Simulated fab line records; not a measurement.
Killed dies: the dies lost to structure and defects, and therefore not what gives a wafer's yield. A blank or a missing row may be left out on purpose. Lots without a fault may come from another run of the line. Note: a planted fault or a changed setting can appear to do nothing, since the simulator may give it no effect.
The tool behind it: which one? -- flow rit_cmos -- 7 lots with 21 wafers sampled at 2 steps, on a route of 202 steps

## WHAT THE GAUGES SHOWED, per wafer
RIT_SDANNEAL_RS_MEAS_05: uses a four-point probe to measure.
lot,measured,on,NSD_RS (ohm/sq)
L144,day 4 20:53,film_metro-02,84.91 85.00 84.78
L146,day 5 04:34,film_metro-03,84.64 84.62 84.66
L147,day 5 18:13,film_metro-02,84.57 84.51 84.79
L151,day 5 18:27,film_metro-03,86.79 86.60 86.92
L155,day 6 20:16,film_metro-02,87.17 87.16 87.07
L160,day 7 07:22,film_metro-02,84.52 84.51 84.33
L162,day 7 16:12,film_metro-03,84.46 84.45 84.10

## TOOL THAT RAN EACH LOT (tool first, then ch and the chambers of the sampled wafers, then the start)
lot,RIT_NSD_IMPLANT_08
L144,"implanter-04 ch 0, day 4 18:19"
L146,"implanter-04 ch 0, day 5 01:10"
L147,"implanter-04 ch 0, day 5 04:45"
L151,"implanter-03 ch 0, day 5 15:41"
L155,"implanter-03 ch 0, day 6 17:37"
L160,"implanter-01 ch 0, day 7 05:02"
L162,"implanter-01 ch 0, day 7 13:34"
- RIT_NSD_IMPLANT_08

## THE ANSWER, worked out from the rows above alone
Rule: what is usual is taken from the lots themselves. Put in order of their means at a reading, lots are off if they are a third of the lots or fewer, leave a main group of 4 or more, and stand apart from it by a gap of 3 or more times the standard deviation of the main group's means; of several such gaps the widest counts. Not used: any main group whose means are identical at the precision the tables above print for the reading. Also off: a lot with no number at a reading for which 4 or more lots have one. Where the step has rows for the other lots, those lots are counted as sound.
Off: L151, L155, at RIT_SDANNEAL_RS_MEAS_05 (NSD_RS). The main group: mean 84.59 ohm/sq, standard deviation 0.19.
If a tool, at a process step before that reading, ran all the lots that are off and no sound lot after the first of them, it fits. Those tools and the gauges at RIT_SDANNEAL_RS_MEAS_05 are tried in the same way. One fits: implanter-03 at RIT_NSD_IMPLANT_08. It ran no sound lot before its first lot that is off in this sample, so the start can't be narrowed down.

## WHAT THE SIMULATOR HAD PUT IN
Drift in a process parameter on implanter-03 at RIT_NSD_IMPLANT_08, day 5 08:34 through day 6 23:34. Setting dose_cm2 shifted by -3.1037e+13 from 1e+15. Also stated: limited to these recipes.
Shown lots that were struck: L151, L155. Same finding as the rule above.
